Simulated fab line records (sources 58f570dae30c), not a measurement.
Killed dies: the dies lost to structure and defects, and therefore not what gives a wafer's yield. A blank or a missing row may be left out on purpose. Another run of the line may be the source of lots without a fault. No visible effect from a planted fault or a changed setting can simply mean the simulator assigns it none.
Struck lot and sound lot, side by side	flow berkeleyCmos170	43 steps out of a route of 331
Sound: wafers L934.2, L934.3, L934.5. Wafers L943.1, L943.2, L943.6 were the ones struck. The cause is given at the end.
At each step with rows: each side's tool, then ch and its chambers, then its first start. Under that, the readings that differ: sound wafers	struck wafers	difference of the means	sigmas: that difference in standard deviations of wafers without a fault.
alike: readings with means less than 2 such deviations apart, plus words and numbers identical on both sides. not compared: withheld readings, readings lacking a value on some wafer, bounds such as >300 that could conceal the same value, and numbers that have no deviation in the record and whose values overlap.
Wherever a step has rows on one side only, a row that says differs or no value, or a row with sigmas, the two part there. When numbers do not overlap yet have no deviation, they are printed without sigmas and do not part them. Lack of a reading on every wafer of one side parts them only where that side has two or more wafers.

first, 1 step without rows for these wafers: UCB170_PLDD_IMPLANT_09.
UCB170_PLDD_STRIP_10: strips in O2.
  sound on plasmaAsher-03 ch 0,1, day 8 23:55; struck on plasmaAsher-04 ch 0,1, day 10 15:23
  alike: drypumpMotorCurrentA, oesProductAu, stripTimeToEndpointS
  not compared: rfHoursCounterH
UCB170_PLDD_TW_MEAS_11:
  struck on filmMetro-04, day 10 15:29; sound on filmMetro-02, day 9 00:01
  alike: PLDD_TW
then, 7 steps without rows for these wafers: UCB170_PLDD_CLEAN_12 (cleans in SPM, time 600 s); UCB170_NLDD_HMDS_00 (prime time 60 s); UCB170_NLDD_COAT_01 (resist thk 900 nm); UCB170_NLDD_SOFTBAKE_02 (time 60 s); UCB170_NLDD_EXPOSE_03 (exposes mask NSELECT, target cd 1200 nm); UCB170_NLDD_PEB_04; UCB170_NLDD_DEVELOP_05 (develop time 45 s).
UCB170_NLDD_CD_MEAS_06: target cd 1200 nm.
  struck on cdSem-01, day 10 17:52; sound on cdSem-01, day 9 01:39
  alike: cdNm
UCB170_NLDD_OVL_MEAS_07:
  struck on overlay-02, day 10 17:59; sound on overlay-02, day 9 01:46
  alike: NLDD_OVL
UCB170_NLDD_IMPLANT_08:
  sound on implanter-01 ch 0, day 9 01:49; struck on implanter-01 ch 0, day 10 18:01
reading	sound	struck	difference	sigmas
implantIonAmu	75 75 75	49 49 49	-26	
model.implant.drpNm (nm)	9.611 9.611 9.611	12.97 12.97 12.97	+3.36	
model.implant.rpNm (nm)	21.3 21.3 21.3	23.58 23.58 23.58	+2.28	
  alike: doseIonsCm2
then, 1 step without rows for these wafers: UCB170_NLDD_IMPLANT_09.
UCB170_NLDD_STRIP_10: strips in O2.
  sound on plasmaAsher-02 ch 0,1, day 9 02:05; struck on plasmaAsher-04 ch 0,1, day 10 18:19
  alike: drypumpMotorCurrentA, oesProductAu, stripTimeToEndpointS
  not compared: rfHoursCounterH
UCB170_NLDD_TW_MEAS_11:
  struck on filmMetro-04, day 10 18:25; sound on filmMetro-04, day 9 02:13
reading	sound	struck	difference	sigmas
NLDD_TW	2200 2201 2195	1929 1933 1931	-268	-12
then, 1 step without rows for these wafers: UCB170_NLDD_CLEAN_12 (cleans in SPM, time 600 s).
UCB170_SPACER_CVD_00: deposits SiO2 from TEOS/O2, target thk 376 nm, time 47 s.
  sound on pecvd-02 ch 1,2, day 9 02:26; struck on pecvd-03 ch 0,1,2, day 10 19:05
  alike: heaterPowerW, susceptorTempC
UCB170_SPACER_THK_MEAS_01:
  struck on filmMetro-03, day 10 19:08; sound on filmMetro-01, day 9 02:30
  alike: SPACER_TEOS_THK
then, 1 step without rows for these wafers: UCB170_SPACER_ANNEAL_02 (time 1800 s).
UCB170_SPACER_ETCHBACK_03: etches SiO2 in CHF3/CF4/Ar, stops on Si, target depth 376 nm, time 100 s.
  sound on rieDiel-02 ch 1,2,3, day 9 07:41; struck on rieDiel-04 ch 0,3, day 10 22:47
  alike: drypumpMotorCurrentA, oesProductAu, throttleValvePct
  not compared: rfHoursCounterH
then, 6 steps without rows for these wafers: UCB170_PSD_HMDS_00 (prime time 60 s); UCB170_PSD_COAT_01 (resist thk 900 nm); UCB170_PSD_SOFTBAKE_02 (time 60 s); UCB170_PSD_EXPOSE_03 (exposes mask PSELECT MOD, target cd 1200 nm); UCB170_PSD_PEB_04; UCB170_PSD_DEVELOP_05 (develop time 45 s).
UCB170_PSD_CD_MEAS_06: target cd 1200 nm.
  struck on cdSem-01, day 11 00:23; sound on cdSem-02, day 9 09:07
  alike: cdNm
UCB170_PSD_OVL_MEAS_07:
  struck on overlay-01, day 11 00:30; sound on overlay-02, day 9 09:13
reading	sound	struck	difference	sigmas
PSD_OVL (nm)	-8 -11 -12	1 1 5	+13	+2
then, 1 step without rows for these wafers: UCB170_PSD_IMPLANT_08.
UCB170_PSD_STRIP_09: strips in O2.
  sound on plasmaAsher-03 ch 0, day 9 09:24; struck on plasmaAsher-01 ch 0,1, day 11 00:41
  alike: drypumpMotorCurrentA, oesProductAu, stripTimeToEndpointS
  not compared: rfHoursCounterH
UCB170_PSD_TW_MEAS_10:
  struck on filmMetro-04, day 11 00:47; sound on filmMetro-02, day 9 09:31
  alike: PSD_TW
then, 7 steps without rows for these wafers: UCB170_PSD_CLEAN_11 (cleans in SPM, time 600 s); UCB170_NSD_HMDS_00 (prime time 60 s); UCB170_NSD_COAT_01 (resist thk 900 nm); UCB170_NSD_SOFTBAKE_02 (time 60 s); UCB170_NSD_EXPOSE_03 (exposes mask NSELECT MOD, target cd 1200 nm); UCB170_NSD_PEB_04; UCB170_NSD_DEVELOP_05 (develop time 45 s).
UCB170_NSD_CD_MEAS_06: target cd 1200 nm.
  struck on cdSem-01, day 11 02:02; sound on cdSem-01, day 9 13:23
  alike: cdNm
UCB170_NSD_OVL_MEAS_07:
  struck on overlay-02, day 11 02:09; sound on overlay-01, day 9 13:29
  alike: NSD_OVL
then, 1 step without rows for these wafers: UCB170_NSD_IMPLANT_08.
UCB170_SDANNEAL_RS_MEAS_05: uses a four-point probe to measure.
  struck on filmMetro-01, day 11 04:05; sound on filmMetro-02, day 9 15:14
reading	sound	struck	difference	sigmas
NLDD_RS (ohm/sq)	618.5 618.4 618.9	- - -	no value on the struck wafers	

WHERE THEY PART
Last at UCB170_SDANNEAL_RS_MEAS_05 as far as this record goes, first at UCB170_NLDD_TW_MEAS_11.

WHY: what had been put in by the simulator
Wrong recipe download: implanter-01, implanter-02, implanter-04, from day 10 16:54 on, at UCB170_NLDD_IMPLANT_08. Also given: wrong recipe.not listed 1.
